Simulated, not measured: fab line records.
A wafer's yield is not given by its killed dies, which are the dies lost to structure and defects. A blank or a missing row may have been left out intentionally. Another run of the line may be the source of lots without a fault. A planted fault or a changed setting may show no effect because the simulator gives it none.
Split-lot experiment -- flow ritCmos -- 5 lots, 23 wafers read, on a route of 202 steps

ABOUT THE SPLIT
At RIT_NRETRO_COAT_01 (resist thk 1300 nm), the setting resistThkNm was moved away from the recipe's 1300 nm on 7 of the 23 wafers read, by -5.1% to +4.7%. All remaining wafers had this setting at the recipe value.

FROM THE SPLIT TO THE READING: what the file shows between them, 3 steps
- RIT_NRETRO_SOFTBAKE_02: time 60 s
- RIT_NRETRO_EXPOSE_03: exposes mask M4, target cd 43900 nm
- RIT_NRETRO_DEVELOP_05: develop time 68 s

THE READING
NOVOLAK_of_NRETRO_COAT_01.thkNm (the simulator's own value, which no gauge read), in nm, at RIT_NRETRO_HARDBAKE_07 (time 120 s). The file gives no usual value for it. Average 1134 nm, standard deviation 2.5 nm, over the 16 wafers here run with the recipe.

wafer,"tool, chamber at the split","resistThkNm as run, nm",against the recipe,"NOVOLAK_of_NRETRO_COAT_01.thkNm, nm",against lot-mates on the recipe
L075.1,"lithoTrack-04, 0",1300,recipe,1139,-
L075.2,"lithoTrack-04, 0",1300,recipe,1135,-
L075.5,"lithoTrack-04, 0",1300,recipe,1135,-
L077.2,"lithoTrack-02, 0",1300,recipe,1132,-
L077.3,"lithoTrack-02, 0",1300,recipe,1136,-
L077.4,"lithoTrack-02, 0",1300,recipe,1129,-
L077.5,"lithoTrack-02, 0",1300,recipe,1135,-
L077.6,"lithoTrack-02, 0",1300,recipe,1134,-
L076.1,"lithoTrack-03, 0",1234,-5.1%,1072,-59
L076.2,"lithoTrack-03, 0",1234,-5.1%,1073,-58
L076.3,"lithoTrack-03, 0",1234,-5.1%,1073,-58
L076.4,"lithoTrack-03, 0",1300,recipe,1130,-
L076.5,"lithoTrack-03, 0",1300,recipe,1132,-
L078.1,"lithoTrack-03, 0",1300,recipe,1134,-
L078.2,"lithoTrack-03, 0",1361,+4.7%,1188,+54
L078.3,"lithoTrack-03, 0",1300,recipe,1137,-
L078.5,"lithoTrack-03, 0",1361,+4.7%,1185,+51
L078.6,"lithoTrack-03, 0",1300,recipe,1132,-
L085.2,"lithoTrack-02, 0",1300,recipe,1136,-
L085.5,"lithoTrack-02, 0",1300,recipe,1136,-
L085.3,"lithoTrack-02, 0",1257,-3.3%,1101,-35
L085.6,"lithoTrack-02, 0",1257,-3.3%,1101,-35
L085.4,"lithoTrack-02, 0",1300,recipe,1135,-

THE FIT
A straight line over all 23 wafers: NOVOLAK_of_NRETRO_COAT_01.thkNm changes by +11.5 nm for each +1% of resistThkNm; r = +0.99; the points scatter about the line by 3 nm.
The same after taking each lot's own level away (the mean of its wafers on the recipe; 23 wafers): +11.2 nm for each +1%; r = +1.00; scatter 2 nm.
On that fit, the largest move of resistThkNm shifts the reading by 57 nm.
From 1131.0 to 1136.3 nm: that is the span of the lots' own levels, equal to 2.1 times the standard deviation above.
So the lot-to-lot level changes the slope little: the two slopes agree.
Check: with one of the wafers moved furthest among these (-5.1%) left out of the fit, the line predicts -56.5 nm for it against its lot-mates. It came out at -59 nm against them.

OTHER SPLITS ON THESE WAFERS
Before the reading, these wafers also passed through other splits. Each is held against what the fit with the lots' levels taken away leaves over:
other split on the same wafers,wafers away from the commonest value,r with NOVOLAK_of_NRETRO_COAT_01.thkNm (lot level and that fit taken away)
RIT_PWELL_IMPLANT_08 energyKev,8,-0.04

THE WHOLE CHAIN: every reading that the file lists as answering this split, in the file's order
step,what it does,reading,change (the file's fit),r (the file's)
RIT_NRETRO_COAT_01,resist thk 1300 nm,"NOVOLAK_of_NRETRO_COAT_01.thkNm (the simulator's own value, which no gauge read)",+13 nm for each +1% of the setting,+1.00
RIT_NRETRO_HARDBAKE_07,time 120 s,"NOVOLAK_of_NRETRO_COAT_01.thkNm (the simulator's own value, which no gauge read)",+11.2 nm for each +1% of the setting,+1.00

FILE'S OWN FIT
NOVOLAK_of_NRETRO_COAT_01.thkNm changes by +11.2 nm for each +1% of resistThkNm, r = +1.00.
